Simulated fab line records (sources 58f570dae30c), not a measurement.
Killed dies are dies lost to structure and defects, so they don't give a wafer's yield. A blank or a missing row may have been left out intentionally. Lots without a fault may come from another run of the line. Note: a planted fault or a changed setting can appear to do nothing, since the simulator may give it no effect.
fab line records ; flow berkeley_cmos170
record lots=13; wafers=39; last_day=13
route steps=331 shown V2@306
lots with no fault: from the same line, run without faults
start_h: hours from the record's opening day to when the first of the lot's shown wafers began ; wait_h: time in hours since the lot's previous step ; " as in the row above ; L1.1+2: a single row standing in for several wafers ; - no value, or no start was given ; * or withheld: withheld ; < > ~ a bound
route shown NAME@n: NAME is a module with steps in the file, n the number in the route of the first one ; usual: mean and standard deviation over wafers with no fault ; same: alike in all rows ; chamber/n: place in a boat ; sites: readings site by site ; _std_site: their standard deviation ; _edge_site: the outer-site mean with the inner-site mean subtracted ; radius_mm: for every site, how far away it sits from the centre of the wafer ; mask NAME#n: copy n ; behind: the most recent tool/chamber to have shaped the wafer ; hold: cause of the lot's hold/its duration in hours/its outcome ; device: the transistor (n, p or np) that didn't switch ; end of line: at the end of the route, the tests of the same wafers ; a step without rows: its recipe alone ; killed: at the first sort, the dies lost to defects and structure; wafer yield is something else ; map: dies across one wafer; x = killed, . = not, _ = none there
set.NAME: the setting that was run; set.NAME@STEP: the one run at that earlier step ; model.NAME: the simulator's own value behind a step, which no gauge read
route steps across a sampled set of lots; one table per step, one row per wafer
services: a tool's chamber out of use, with start hour (start_h, from the record's first day; less than 0 if before it), hours out, and reason
## steps
# step UCB170_V2_ETCH_14
# recipe chemistry=CHF3/CF4/Ar; target=SiO2; stop_on=Al; CHF3_flow_sccm=45; cf4_flow_sccm=15; Ar_flow_sccm=150; pressure_mtorr=200; rf_w=700; target_depth_a=12500; over_etch_frac=0.25; time_s=291
# usual drypump_motor_current_A=5.8/0.61; oes_product_au=0.878/0.011; over_etch_frac=0.25/0; rf_fwd_power_W=698.0/2.1; throttle_valve_pct=6.99/0.14
# same time_s=291
lot.wafer;tool;chamber;start_h;wait_h;drypump_motor_current_A;oes_product_au;over_etch_frac;rf_fwd_power_W;rf_hours_counter_h;throttle_valve_pct
L146.1;rie_diel-01;2;201.02;0.0;5.8;0.880;0.25;699.0;94;7.18
L146.2;rie_diel-01;3;201.02;0.0;6.1;0.884;0.25;697.5;64;7.01
L146.3;rie_diel-01;0;201.02;0.0;6.6;0.881;0.25;695.0;13;7.20
L145.1;rie_diel-03;1;201.29;0.0;5.3;0.876;0.25;697.4;6;7.15
L145.3;rie_diel-03;3;201.29;0.0;6.4;0.891;0.25;692.7;38;6.83
L145.4;rie_diel-03;2;201.29;0.0;5.0;0.862;0.25;699.9;145;6.82
L149.2;rie_diel-01;3;201.55;0.0;6.1;0.887;0.25;697.7;64;7.00
L149.3;rie_diel-01;0;201.55;0.0;6.6;0.891;0.25;695.7;13;7.20
L149.5;rie_diel-01;2;201.55;0.0;5.8;0.879;0.25;697.7;-;7.18
L148.1;rie_diel-02;0;201.83;0.0;5.8;0.894;0.25;697.1;120;7.02
L148.3;rie_diel-02;2;201.83;0.0;6.2;0.894;0.25;700.0;134;7.03
L148.4;rie_diel-02;1;201.83;0.0;6.6;0.862;0.25;694.1;5;6.96
L147.3;rie_diel-02;3;203.79;0.0;6.4;0.857;0.25;699.5;142;6.80
L147.5;rie_diel-02;3;203.79;0.0;6.4;0.870;0.25;697.5;-;6.79
L147.6;rie_diel-02;0;203.79;0.0;5.9;0.883;0.25;697.3;-;7.01
L150.3;rie_diel-03;3;231.51;0.0;6.4;0.895;0.25;697.7;39;6.85
L150.4;rie_diel-03;2;231.51;0.0;5.0;0.870;0.25;700.6;1;6.81
L150.6;rie_diel-03;1;231.51;0.0;5.3;0.880;0.25;701.0;-;7.14
L152.1;rie_diel-01;0;233.83;0.0;6.6;0.887;0.25;696.1;15;7.22
L152.3;rie_diel-01;3;233.83;0.0;6.1;0.886;0.25;699.2;65;6.99
L152.5;rie_diel-01;1;233.83;0.0;4.8;0.882;0.25;700.7;-;7.07
L151.1;rie_diel-02;1;234.38;0.0;6.6;0.864;0.25;699.3;6;6.95
L151.4;rie_diel-02;0;234.38;0.0;5.9;0.892;0.25;697.2;-;7.03
L151.5;rie_diel-02;1;234.38;0.0;6.6;0.858;0.25;702.9;-;6.95
L154.2;rie_diel-03;0;244.90;0.0;6.2;0.823;0.35875;697.0;15;6.87
L154.5;rie_diel-03;2;244.90;0.0;5.0;0.838;0.35875;698.9;-;6.81
L154.6;rie_diel-03;1;244.90;0.0;5.2;0.838;0.35875;698.5;-;7.13
L159.2;rie_diel-03;2;285.03;0.0;5.0;0.841;0.35875;696.7;2;6.80
L159.3;rie_diel-03;1;285.03;0.0;5.3;0.831;0.35875;698.3;10;7.14
L159.6;rie_diel-03;2;285.03;0.0;5.0;0.843;0.35875;698.1;-;6.81
L163.1;rie_diel-02;0;293.32;0.0;5.8;0.890;0.25;695.1;125;7.01
L163.2;rie_diel-02;1;293.32;0.0;6.6;0.858;0.25;698.4;9;6.97
L163.4;rie_diel-02;3;293.32;0.0;6.4;0.887;0.25;697.0;3;6.80
L165.1;rie_diel-01;0;299.36;0.0;6.6;0.889;0.25;699.7;17;7.19
L165.4;rie_diel-01;2;299.36;0.0;5.8;0.874;0.25;698.6;99;7.18
L165.6;rie_diel-01;2;299.36;0.0;5.8;0.871;0.25;700.5;-;7.18
L166.1;rie_diel-01;2;303.08;0.0;5.8;0.876;0.25;697.9;99;7.16
L166.4;rie_diel-01;1;303.08;0.0;4.8;0.881;0.25;698.4;41;7.06
L166.5;rie_diel-01;0;303.08;0.0;6.6;0.887;0.25;697.9;-;7.19
# step UCB170_V2_STRIP_15
# recipe chemistry=O2; power_w=400; pressure_mtorr=3500; platen_temp_c=withheld; o2_flow_sccm=400; overash_fraction=0.5
# usual drypump_motor_current_A=5.73/0.27; oes_product_au=0.722/0.0044; strip_time_to_endpoint_s=15.36/0.12
lot.wafer;tool;chamber;start_h;wait_h;drypump_motor_current_A;oes_product_au;rf_hours_counter_h;strip_time_to_endpoint_s
L146.1;plasma_asher-03;1;201.20;0.1;5.42;0.723;48;15.19
L146.2;plasma_asher-03;0;201.20;0.1;5.93;0.727;48;15.11
L146.3;plasma_asher-03;1;201.20;0.1;5.42;0.719;-;15.31
L145.1;plasma_asher-03;1;201.47;0.1;5.40;0.722;48;15.44
L145.3;plasma_asher-03;1;201.47;0.1;5.40;0.722;-;15.48
L145.4;plasma_asher-03;0;201.47;0.1;5.96;0.715;-;15.46
L149.2;plasma_asher-02;1;201.73;0.1;5.67;0.716;9;15.36
L149.3;plasma_asher-02;0;201.73;0.1;6.02;0.723;-;15.46
L149.5;plasma_asher-02;0;201.73;0.1;6.04;0.719;-;15.32
L148.1;plasma_asher-03;0;202.01;0.1;5.96;0.725;48;15.25
L148.3;plasma_asher-03;0;202.01;0.1;5.95;0.724;-;15.45
L148.4;plasma_asher-03;1;202.01;0.1;5.41;0.718;-;15.47
L147.3;plasma_asher-04;0;204.00;0.1;5.07;0.724;-;15.33
L147.5;plasma_asher-04;1;204.00;0.1;5.40;0.722;-;15.29
L147.6;plasma_asher-04;0;204.00;0.1;5.08;0.720;-;15.27
L150.3;plasma_asher-03;1;231.72;0.1;5.41;0.723;-;15.39
L150.4;plasma_asher-03;0;231.72;0.1;5.98;0.721;-;15.28
L150.6;plasma_asher-03;1;231.72;0.1;5.41;0.717;-;15.49
L152.1;plasma_asher-03;1;234.01;0.1;5.40;0.718;52;15.42
L152.3;plasma_asher-03;0;234.01;0.1;5.94;0.727;-;15.22
L152.5;plasma_asher-03;1;234.01;0.1;5.41;0.728;-;15.48
L151.1;plasma_asher-02;0;234.56;0.1;6.05;0.719;13;15.42
L151.4;plasma_asher-02;0;234.56;0.1;6.05;0.717;-;15.19
L151.5;plasma_asher-02;1;234.56;0.1;5.66;0.716;-;15.42
L154.2;plasma_asher-02;0;245.08;0.1;6.03;0.722;14;14.93
L154.5;plasma_asher-02;1;245.08;0.1;5.65;0.718;-;14.69
L154.6;plasma_asher-02;0;245.08;0.1;6.02;0.735;-;14.90
L159.2;plasma_asher-03;0;285.21;0.1;5.94;0.725;57;14.71
L159.3;plasma_asher-03;1;285.21;0.1;5.43;0.716;-;14.85
L159.6;plasma_asher-03;0;285.21;0.1;5.94;0.717;-;14.76
L163.1;plasma_asher-02;0;293.50;0.1;6.04;0.722;19;15.09
L163.2;plasma_asher-02;1;293.50;0.1;5.67;0.720;19;15.36
L163.4;plasma_asher-02;1;293.50;0.1;5.68;0.718;-;15.31
L165.1;plasma_asher-02;0;299.53;0.1;6.06;0.728;20;15.49
L165.4;plasma_asher-02;1;299.53;0.1;5.65;0.715;-;15.33
L165.6;plasma_asher-02;1;299.53;0.1;5.68;0.724;-;15.36
L166.1;plasma_asher-03;0;303.26;0.1;5.93;0.720;60;15.30
L166.4;plasma_asher-03;1;303.26;0.1;5.42;0.733;-;15.54
L166.5;plasma_asher-03;0;303.26;0.1;5.93;0.726;-;15.52
## services
tool;chamber;start_h;hours;kind
plasma_asher-04;-;195.78;6.0;repair
rie_diel-03;2;202.08;-;clean
rie_diel-03;2;202.08;14.5;scheduled_down
rie_diel-03;2;202.08;14.5;vent_cycle
rie_diel-03;3;219.37;5.3;repair
rie_diel-02;3;221.57;-;clean
rie_diel-02;3;221.57;17.4;scheduled_down
rie_diel-02;3;221.57;17.4;vent_cycle
plasma_asher-04;-;231.39;4.7;repair
rie_diel-02;2;244.02;8.7;repair
rie_diel-02;1;244.05;3.3;repair
plasma_asher-02;-;252.43;1.0;repair
plasma_asher-04;-;254.25;15.7;repair
rie_diel-02;2;255.81;-;clean
rie_diel-02;2;255.81;26.2;scheduled_down
rie_diel-02;2;255.81;26.2;vent_cycle
rie_diel-03;2;258.21;23.7;repair
rie_diel-01;0;278.19;6.3;repair
rie_diel-01;1;285.34;3.0;repair
rie_diel-02;2;293.49;7.6;repair
## key
first_sign step=UCB170_V2_ETCH_14; reading=over_etch_frac; direction=up; sigmas=99+; usual=0.25; struck=0.35875
effect step=UCB170_V2_ETCH_14; reading=oes_product_au; direction=down; sigmas=3.8; usual=0.878; struck=0.836
effect step=UCB170_V2_STRIP_15; reading=strip_time_to_endpoint_s; direction=down; sigmas=4.8; usual=*; struck=*
met_at UCB170_V2_ETCH_14
struck_lots L154,L159
sort_left_out L154.2,L154.5,L154.6
onset_between 231.51 244.90
fault kind=process_parameter_drift; tool=rie_diel-03; chamber=-; onset_h=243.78; steps=UCB170_V2_ETCH_14; channel=over_etch_frac; offset=0.10875; shape=step; end_h=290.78; acts_in=these_recipes_only; stated=0.25
# sort_left_out: the simulated sort isn't trusted on such a fault, so these wafers' sort isn't shown, and their yield isn't known
